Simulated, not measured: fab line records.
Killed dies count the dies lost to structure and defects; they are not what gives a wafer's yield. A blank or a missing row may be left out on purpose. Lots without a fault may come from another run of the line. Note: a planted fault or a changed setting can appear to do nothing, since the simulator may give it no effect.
Which tool was responsible?	flow berkeley_cmos170	6 lots with 18 wafers sampled at 2 steps, on a route of 331 steps

WHAT THE GAUGES READ, wafer by wafer
UCB170_SILICIDE_THK_MEAS_03: measures by xrf.
lot	measured	on	SILICIDE_TI_THK (nm)
L733	day 8 17:39	film_metro-04	29.9 29.9 29.4
L736	day 9 04:25	film_metro-04	29.7 29.7 29.9
L740	day 10 02:10	film_metro-04	29.7 29.5 29.1
L743	day 10 19:16	film_metro-04	29.9 29.9 29.5
L745	day 11 08:49	film_metro-04	30.0 29.4 30.1
L753	day 12 10:38	film_metro-01	29.9 30.5 29.9

TOOL THAT RAN EACH LOT (tool first, then ch and the chambers of the sampled wafers, then the start)
lot	UCB170_PLDD_STRIP_10
L733	plasma_asher-02 ch 0,1, day 8 02:06
L736	plasma_asher-04 ch 0,1, day 8 11:22
L740	plasma_asher-01 ch 0,1, day 9 11:01
L743	plasma_asher-01 ch 0,1, day 10 03:28
L745	plasma_asher-01 ch 0,1, day 10 16:33
L753	plasma_asher-01 ch 0,1, day 11 18:19
- UCB170_PLDD_STRIP_10: strips in O2.

THE ANSWER, worked out from the rows above alone
Rule: what is usual is taken from the lots themselves. Put in order of their means at a reading, lots are off if they are a third of the lots or fewer, leave a main group of 4 or more, and stand apart from it by a gap of 3 or more times the standard deviation of the main group's means; of several such gaps the widest counts. Not used: any main group whose means are identical at the precision the tables above print for the reading. Also off: a lot with no number at a reading for which 4 or more lots have one. Where the step has rows for the other lots, those lots are counted as sound.
None of the lots is off at any reading shown; this tells nothing.

WHAT HAD BEEN PUT IN BY THE SIMULATOR
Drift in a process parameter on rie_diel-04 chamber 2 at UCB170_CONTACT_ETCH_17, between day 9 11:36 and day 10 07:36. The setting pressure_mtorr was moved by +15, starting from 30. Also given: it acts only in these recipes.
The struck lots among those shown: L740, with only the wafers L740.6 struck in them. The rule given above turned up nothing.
